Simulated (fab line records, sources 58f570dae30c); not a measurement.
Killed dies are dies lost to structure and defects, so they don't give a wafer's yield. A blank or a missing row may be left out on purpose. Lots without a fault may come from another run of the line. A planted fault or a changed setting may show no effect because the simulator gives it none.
Which tool did it? | flow berkeley_cmos170 | 13 lots, 39 wafers sampled, at 5 steps of a route of 331

WHAT THE GAUGES READ, wafer by wafer
UCB170_PVT_TW_MEAS_09.
lot  | measured     | on            | PVT_TW
L310 | day 6 01:05  | film_metro-03 | 511 514 512
L311 | day 6 11:54  | film_metro-03 | 514 513 513
L313 | day 6 13:25  | film_metro-02 | 504 504 501
L318 | day 7 18:46  | film_metro-04 | 1043 1045 1046 1042 1044 1046
L317 | day 7 18:29  | film_metro-03 | 514 510 511
L319 | day 7 18:19  | film_metro-04 | 1052 1041 1049 1049 1038 1045
L322 | day 8 12:53  | film_metro-03 | 509 509 511
L323 | day 8 12:55  | film_metro-04 | 508 506 510
L324 | day 9 14:53  | film_metro-02 | 505 506 504
L327 | day 9 14:39  | film_metro-02 | 507 504 504
L326 | day 9 14:38  | film_metro-04 | 507 508 507
L331 | day 10 04:03 | film_metro-04 | 504 505 506
L333 | day 10 22:22 | film_metro-02 | 502 506 506

UCB170_GATE_THK_MEAS_05.
lot  | measured     | on            | GATE_POLY_THK (nm)
L310 | day 6 11:29  | film_metro-01 | 215.6 215.8 213.8
L311 | day 6 21:49  | film_metro-03 | 216.2 216.7 214.8
L313 | day 6 23:13  | film_metro-01 | 214.8 213.1 214.6
L317 | day 8 04:09  | film_metro-01 | 213.4 212.6 213.7
L322 | day 8 23:02  | film_metro-03 | 217.4 214.2 216.2
L323 | day 8 23:02  | film_metro-04 | 216.9 218.5 216.5
L324 | day 9 23:37  | film_metro-03 | 214.3 213.1 212.7
L327 | day 9 23:37  | film_metro-04 | 214.7 217.1 215.5
L326 | day 9 23:37  | film_metro-01 | 216.5 217.7 215.5
L331 | day 10 12:04 | film_metro-01 | 211.3 211.0 210.4
L333 | day 11 06:47 | film_metro-01 | 214.9 215.7 213.8

UCB170_GATE_CD_MEAS_12: target cd 350 nm.
lot  | measured     | on        | cd_nm (nm)
L310 | day 6 12:58  | cd_sem-01 | 351.0 351.8 351.8
L311 | day 6 22:51  | cd_sem-02 | 348.8 349.2 348.1
L313 | day 7 00:41  | cd_sem-01 | 351.3 349.9 350.4
L317 | day 8 05:56  | cd_sem-02 | 350.2 352.5 351.0
L322 | day 9 00:07  | cd_sem-01 | 348.3 349.3 349.9
L323 | day 9 00:17  | cd_sem-02 | 348.2 349.5 348.3
L324 | day 10 02:06 | cd_sem-02 | 348.5 349.2 347.4
L327 | day 10 02:00 | cd_sem-02 | 349.7 349.6 349.2
L326 | day 10 02:16 | cd_sem-02 | 349.1 350.2 350.1
L331 | day 10 13:43 | cd_sem-02 | 346.3 346.1 345.9
L333 | day 11 08:21 | cd_sem-01 | 349.6 351.2 350.4

WHICH TOOL RAN EACH LOT (tool, then ch and the chambers of the sampled wafers, then the start)
lot  | UCB170_ACTIVE_PEB_11             | UCB170_PVT_IMPLANT_07
L310 | litho_track-04 ch 0, day 3 22:50 | implanter-01 ch 0, day 6 00:50
L311 | litho_track-03 ch 0, day 4 14:29 | implanter-03 ch 0, day 6 11:40
L313 | litho_track-03 ch 0, day 5 00:11 | implanter-01 ch 0, day 6 13:10
L318 | litho_track-04 ch 0, day 6 06:05 | implanter-03 ch 0, day 7 18:32
L317 | litho_track-03 ch 0, day 6 06:14 | implanter-01 ch 0, day 7 18:14
L319 | litho_track-02 ch 0, day 6 06:32 | implanter-03 ch 0, day 7 18:05
L322 | litho_track-04 ch 0, day 7 02:53 | implanter-01 ch 0, day 8 12:38
L323 | litho_track-04 ch 0, day 7 05:08 | implanter-04 ch 0, day 8 12:40
L324 | litho_track-04 ch 0, day 8 00:43 | implanter-01 ch 0, day 9 14:40
L327 | litho_track-03 ch 0, day 8 00:59 | implanter-04 ch 0, day 9 14:26
L326 | litho_track-02 ch 0, day 8 01:14 | implanter-01 ch 0, day 9 14:25
L331 | litho_track-04 ch 0, day 8 17:22 | implanter-04 ch 0, day 10 03:51
L333 | litho_track-02 ch 0, day 9 10:41 | implanter-04 ch 0, day 10 22:07
- UCB170_ACTIVE_PEB_11
- UCB170_PVT_IMPLANT_07

WHAT THE TOOLS THEMSELVES READ (means of the sampled wafers that have a number; where no wafer has one, the mark that the record gives instead)
UCB170_ACTIVE_PEB_11.
lot  | tool           | heater_power_total_W (W) | plate_sensor_t_centre_C (C) | plate_sensor_t_edge_C (C)
L310 | litho_track-04 | 56.85                    | 131.40                      | 131.53
L311 | litho_track-03 | 56.83                    | 131.41                      | 131.54
L313 | litho_track-03 | 56.83                    | 131.41                      | 131.53
L318 | litho_track-04 | 56.86                    | 131.41                      | 131.53
L317 | litho_track-03 | 56.86                    | 131.40                      | 131.53
L319 | litho_track-02 | 56.88                    | 131.41                      | 131.53
L322 | litho_track-04 | 56.76                    | 131.41                      | 131.53
L323 | litho_track-04 | 56.85                    | 131.41                      | 131.52
L324 | litho_track-04 | 56.85                    | 131.40                      | 131.53
L327 | litho_track-03 | 56.89                    | 131.41                      | 131.53
L326 | litho_track-02 | 56.84                    | 131.41                      | 131.53
L331 | litho_track-04 | 56.80                    | 131.41                      | 131.53
L333 | litho_track-02 | 56.85                    | 131.41                      | 131.54

UCB170_PVT_IMPLANT_07.
lot  | tool         | dose_ions_cm2 | end_station_pressure_torr (Torr) | faraday_current_uA
L310 | implanter-01 | 2e+12         | 4.99e-06                         | 6.29
L311 | implanter-03 | 2e+12         | 5.15e-06                         | 6.22
L313 | implanter-01 | 2e+12         | 4.99e-06                         | 6.28
L318 | implanter-03 | 2e+13         | 4.89e-06                         | 63.76
L317 | implanter-01 | 2e+12         | 4.95e-06                         | 6.35
L319 | implanter-03 | 2e+13         | 5.07e-06                         | 62.92
L322 | implanter-01 | 2e+12         | 5.02e-06                         | 6.49
L323 | implanter-04 | 2e+12         | 5.15e-06                         | 6.48
L324 | implanter-01 | 2e+12         | 4.98e-06                         | 6.42
L327 | implanter-04 | 2e+12         | 5.01e-06                         | 6.39
L326 | implanter-01 | 2e+12         | 4.92e-06                         | 6.19
L331 | implanter-04 | 2e+12         | 4.77e-06                         | 6.39
L333 | implanter-04 | 2e+12         | 4.77e-06                         | 6.42

THE ANSWER, worked out from the rows above alone
Rule: what is usual is taken from the lots themselves. Put in order of their means at a reading, lots are off if they are a third of the lots or fewer, leave a main group of 4 or more, and stand apart from it by a gap of 3 or more times the standard deviation of the main group's means; of several such gaps the widest counts. A main group whose means are all the same, to the digits that the tables above print for the reading, isn't used. A lot without any number at a reading at which 4 lots or more have one is off too. The other lots that the step has rows for count as sound. The gauges are gone through in route order, then the tools' own readings, and for those a lot's mean is taken as printed above. The first step at which some lot is off is used, and at that step the reading that is off furthest; a lot without a number counts as furthest.
Off: L318, L319, at UCB170_PVT_TW_MEAS_09 (PVT_TW). The main group: mean 508, standard deviation 3.4.
A tool fits if, at a process step before that reading, it ran every lot that is off, and no sound lot after the first of them. The gauges at UCB170_PVT_TW_MEAS_09 aren't tried: what is off there is off at UCB170_PVT_IMPLANT_07 too, on other tools, and a gauge's error can't cause that. One fits: implanter-03 at UCB170_PVT_IMPLANT_07. Its last sound lot is L311 (day 6 11:40), its first lot that is off L319 (day 7 18:05): a fault that began between those two fits.
The tool's own readings at UCB170_PVT_IMPLANT_07 bear it out: on the lots that are off they differ by more than 5 times the standard deviation of the sound lots' means. dose_ions_cm2 reads 2e+13 there against 2e+12 on the sound lots; faraday_current_uA reads 63.34 there against 6.36 on the sound lots.

WHAT THE SIMULATOR HAD PUT IN
Process parameter drift: implanter-03, from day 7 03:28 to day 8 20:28, at UCB170_PVT_IMPLANT_07. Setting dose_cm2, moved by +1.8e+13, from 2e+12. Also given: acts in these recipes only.
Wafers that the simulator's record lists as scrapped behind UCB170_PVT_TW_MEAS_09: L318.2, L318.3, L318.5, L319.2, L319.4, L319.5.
Lots struck among those shown: L319, L318. The rule above found the same.
